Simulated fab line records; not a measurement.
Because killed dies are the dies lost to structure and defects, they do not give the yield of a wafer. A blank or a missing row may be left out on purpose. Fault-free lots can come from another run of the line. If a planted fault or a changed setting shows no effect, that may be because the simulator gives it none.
Which tool is to blame? | flow berkeleyCmos170 | Sampling: 13 lots, 39 wafers, 5 of 331 route steps

WHAT THE GAUGES SHOWED, per wafer
UCB170_CONTACT_OVL_MEAS_16.
lot  | measured     | on         | CONTACT_OVL (nm)
L121 | day 7 19:03  | overlay-01 | -1 -9 -2
L122 | day 7 21:26  | overlay-01 | -7 2 -10
L123 | day 7 21:27  | overlay-02 | -4 -3 -4
L124 | day 8 20:11  | overlay-01 | 0 -12 2
L126 | day 8 21:34  | overlay-02 | -7 0 -2
L130 | day 9 15:30  | overlay-02 | 0 4 -3
L131 | day 9 20:17  | overlay-02 | -8 -8 -4
L132 | day 10 12:35 | overlay-01 | -8 -1 -9
L134 | day 10 12:46 | overlay-02 | -4 0 -3
L141 | day 12 04:01 | overlay-02 | 6 3 5
L143 | day 13 07:16 | overlay-02 | -8 -1 -9
L144 | day 13 11:14 | overlay-01 | 8 11 5
L142 | day 13 11:43 | overlay-01 | -1 9 0

UCB170_M1_CD_MEAS_90 targets a cd of 700 nm.
lot  | measured     | on       | cdNm (nm)
L121 | day 7 22:24  | cdSem-02 | 702.5 701.6 700.2
L122 | day 8 00:36  | cdSem-01 | 703.2 701.4 700.7
L123 | day 8 00:41  | cdSem-01 | 696.0 693.9 697.7
L124 | day 8 22:34  | cdSem-02 | 699.4 697.4 695.3
L126 | day 9 00:17  | cdSem-02 | 697.0 698.9 699.6
L130 | day 9 18:16  | cdSem-02 | 696.7 699.3 698.0
L131 | day 9 22:40  | cdSem-02 | 706.3 706.0 707.3
L132 | day 10 14:50 | cdSem-02 | 704.8 704.2 701.0
L134 | day 10 15:04 | cdSem-02 | 700.9 701.7 700.6
L141 | day 12 08:19 | cdSem-02 | 701.0 698.8 697.0
L143 | day 13 11:40 | cdSem-01 | 703.0 703.1 702.1
L144 | day 13 13:22 | cdSem-02 | 703.8 702.6 702.9
L142 | day 13 15:50 | cdSem-01 | 702.0 701.8 700.2

UCB170_V1_THK_MEAS_04.
lot  | measured     | on           | V1_POLISHED_THK (nm)
L121 | day 8 00:59  | filmMetro-02 | 999.7 1000.4 999.1
L122 | day 8 03:39  | filmMetro-02 | 999.7 999.4 999.4
L123 | day 8 03:38  | filmMetro-03 | 999.8 1000.5 1001.2
L124 | day 9 00:37  | filmMetro-01 | 1003.2 1000.5 1002.0
L126 | day 9 03:16  | filmMetro-01 | 1000.7 1001.2 999.8
L130 | day 9 21:19  | filmMetro-03 | 999.4 999.4 998.5
L131 | day 10 00:44 | filmMetro-02 | 1001.3 1001.3 1000.9
L132 | day 10 18:00 | filmMetro-01 | 999.7 999.0 999.8
L134 | day 10 18:18 | filmMetro-03 | 998.4 1000.4 998.5
L141 | day 12 10:40 | filmMetro-01 | 999.9 1000.7 1000.4
L143 | day 13 13:45 | filmMetro-01 | 1001.0 1000.1 1000.3
L144 | day 13 16:25 | filmMetro-03 | 1000.2 1000.2 999.5
L142 | day 13 17:54 | filmMetro-03 | 1000.2 999.7 1000.0

TOOL THAT RAN EACH LOT (tool first, then ch and the chambers of the sampled wafers, then the start)
lot  | UCB170_M1_ETCH_11                 | UCB170_V1_CVD_00
L121 | rieDiel-03 ch 2,3, day 7 22:05    | pecvd-03 ch 1,2, day 8 00:20
L122 | rieDiel-04 ch 1,2,3, day 8 00:17  | pecvd-04 ch 0,1,2, day 8 02:59
L123 | rieDiel-02 ch 0,3, day 8 00:23    | pecvd-03 ch 0,1,2, day 8 02:59
L124 | rieDiel-02 ch 1,2,3, day 8 22:14  | pecvd-02 ch 0,1,2, day 9 00:02
L126 | rieDiel-03 ch 1,3, day 9 00:00    | pecvd-02 ch 0,2, day 9 02:37
L130 | rieDiel-02 ch 0,2,3, day 9 17:52  | pecvd-04 ch 0,1,2, day 9 20:23
L131 | rieDiel-02 ch 0,3, day 9 22:20    | pecvd-03 ch 1,2, day 10 00:04
L132 | rieDiel-04 ch 0,2,3, day 10 14:32 | pecvd-02 ch 1,2, day 10 17:21
L134 | rieDiel-03 ch 0,1,3, day 10 14:47 | pecvd-04 ch 0,2, day 10 17:21
L141 | rieDiel-03 ch 0,1,2, day 12 08:00 | pecvd-03 ch 0,1, day 12 10:01
L143 | rieDiel-03 ch 1,3, day 13 11:14   | pecvd-02 ch 0,1,2, day 13 13:06
L144 | rieDiel-04 ch 0,2, day 13 13:04   | pecvd-02 ch 0,2, day 13 15:46
L142 | rieDiel-04 ch 0,2,3, day 13 15:24 | pecvd-04 ch 0,1, day 13 17:16
- UCB170_M1_ETCH_11: etches BARC in N2/H2.
- UCB170_V1_CVD_00: deposits SiO2 from TEOS/O2, target thk 2000 nm, time 250 s.

AS READ BY THE TOOLS THEMSELVES (means over the sampled wafers that have a number; for cases with no such wafer, the mark the record gives instead)
UCB170_M1_ETCH_11.
lot  | tool       | drypumpMotorCurrentA (A) | oesProductAu (a.u.) | throttleValvePct (%)
L121 | rieDiel-03 | 5.22                     | 1.001               | 13.29
L122 | rieDiel-04 | 5.68                     | 1.016               | 13.28
L123 | rieDiel-02 | 5.60                     | 0.999               | 13.35
L124 | rieDiel-02 | 5.66                     | 0.998               | 13.29
L126 | rieDiel-03 | 5.29                     | 1.005               | 13.15
L130 | rieDiel-02 | 5.58                     | 0.991               | 13.29
L131 | rieDiel-02 | 5.60                     | 0.992               | 13.33
L132 | rieDiel-04 | 5.74                     | 1.014               | 13.20
L134 | rieDiel-03 | 5.37                     | 0.994               | 13.25
L141 | rieDiel-03 | 5.58                     | 0.996               | 13.38
L143 | rieDiel-03 | 5.29                     | 1.014               | 13.14
L144 | rieDiel-04 | 5.92                     | 1.021               | 13.03
L142 | rieDiel-04 | 5.74                     | 1.013               | 13.19

UCB170_V1_CVD_00.
lot  | tool     | heaterPowerW (W)
L121 | pecvd-03 | 191
L122 | pecvd-04 | 204
L123 | pecvd-03 | 225
L124 | pecvd-02 | 216
L126 | pecvd-02 | 267
L130 | pecvd-04 | 240
L131 | pecvd-03 | 198
L132 | pecvd-02 | 222
L134 | pecvd-04 | 234
L141 | pecvd-03 | 238
L143 | pecvd-02 | 224
L144 | pecvd-02 | 272
L142 | pecvd-04 | 189

THE ANSWER, worked out from the rows above alone
Rule: the usual values come from the lots themselves. Put in order of their means at a reading, lots are off if they are a third of the lots or fewer, leave a main group of 4 or more, and stand apart from it by a gap of 3 or more times the standard deviation of the main group's means; of several such gaps the widest counts. A main group whose means are all the same, to the digits that the tables above print for the reading, isn't used. Also off: a lot with no number at a reading for which 4 or more lots have one. All remaining lots with rows at the step are treated as sound. After the gauges, taken in route order, come the tools' own readings; for these a lot's mean is taken, as printed above. The first step at which some lot is off is used, and at that step the reading that is off furthest; a lot without a number counts as furthest.
None of the lots is off at any reading shown; this tells nothing.

WHAT HAD BEEN PUT IN BY THE SIMULATOR
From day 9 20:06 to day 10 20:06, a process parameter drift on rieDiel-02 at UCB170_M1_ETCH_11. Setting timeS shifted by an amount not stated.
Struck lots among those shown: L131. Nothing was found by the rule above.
